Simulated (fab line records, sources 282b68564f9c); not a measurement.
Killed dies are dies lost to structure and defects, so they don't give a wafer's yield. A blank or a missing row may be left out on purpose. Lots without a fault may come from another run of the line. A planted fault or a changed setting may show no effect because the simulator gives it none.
Which tool did it? | flow rit_cmos | 6 lots, 18 wafers sampled, at 2 steps of a route of 202

WHAT THE GAUGES READ, wafer by wafer
RIT_ACTIVE_CD_MEAS_11: target cd 1400 nm.
lot  | measured    | on        | cd_nm (nm)
L518 | day 2 00:34 | cd_sem-01 | 1404.6 1403.9 1405.4
L521 | day 2 16:35 | cd_sem-01 | 1402.7 1401.1 1400.2
L526 | day 3 19:40 | cd_sem-02 | 1399.1 1396.5 1398.0
L534 | day 5 09:59 | cd_sem-02 | 1400.0 1398.5 1400.6
L536 | day 5 20:08 | cd_sem-02 | 1400.4 1400.5 1400.7
L538 | day 6 06:07 | cd_sem-02 | 1397.0 1399.6 1397.2

WHICH TOOL RAN EACH LOT (tool, then ch and the chambers of the sampled wafers, then the start)
lot  | RIT_ACTIVE_EXPOSE_08
L518 | iline_stepper-01 ch 0, day 2 00:10
L521 | iline_stepper-01 ch 0, day 2 16:11
L526 | iline_stepper-01 ch 0, day 3 19:16
L534 | iline_stepper-01 ch 0, day 5 09:33
L536 | iline_stepper-01 ch 0, day 5 19:38
L538 | iline_stepper-01 ch 0, day 6 05:43
- RIT_ACTIVE_EXPOSE_08: exposes mask M1, target cd 1400 nm.

THE ANSWER, worked out from the rows above alone
Rule: what is usual is taken from the lots themselves. Put in order of their means at a reading, lots are off if they are a third of the lots or fewer, leave a main group of 4 or more, and stand apart from it by a gap of 3 or more times the standard deviation of the main group's means; of several such gaps the widest counts. A main group whose means are all the same, to the digits that the tables above print for the reading, isn't used. A lot without any number at a reading at which 4 lots or more have one is off too. The other lots that the step has rows for count as sound.
No lot is off at any reading shown: from this, nothing can be told.

WHAT THE SIMULATOR HAD PUT IN
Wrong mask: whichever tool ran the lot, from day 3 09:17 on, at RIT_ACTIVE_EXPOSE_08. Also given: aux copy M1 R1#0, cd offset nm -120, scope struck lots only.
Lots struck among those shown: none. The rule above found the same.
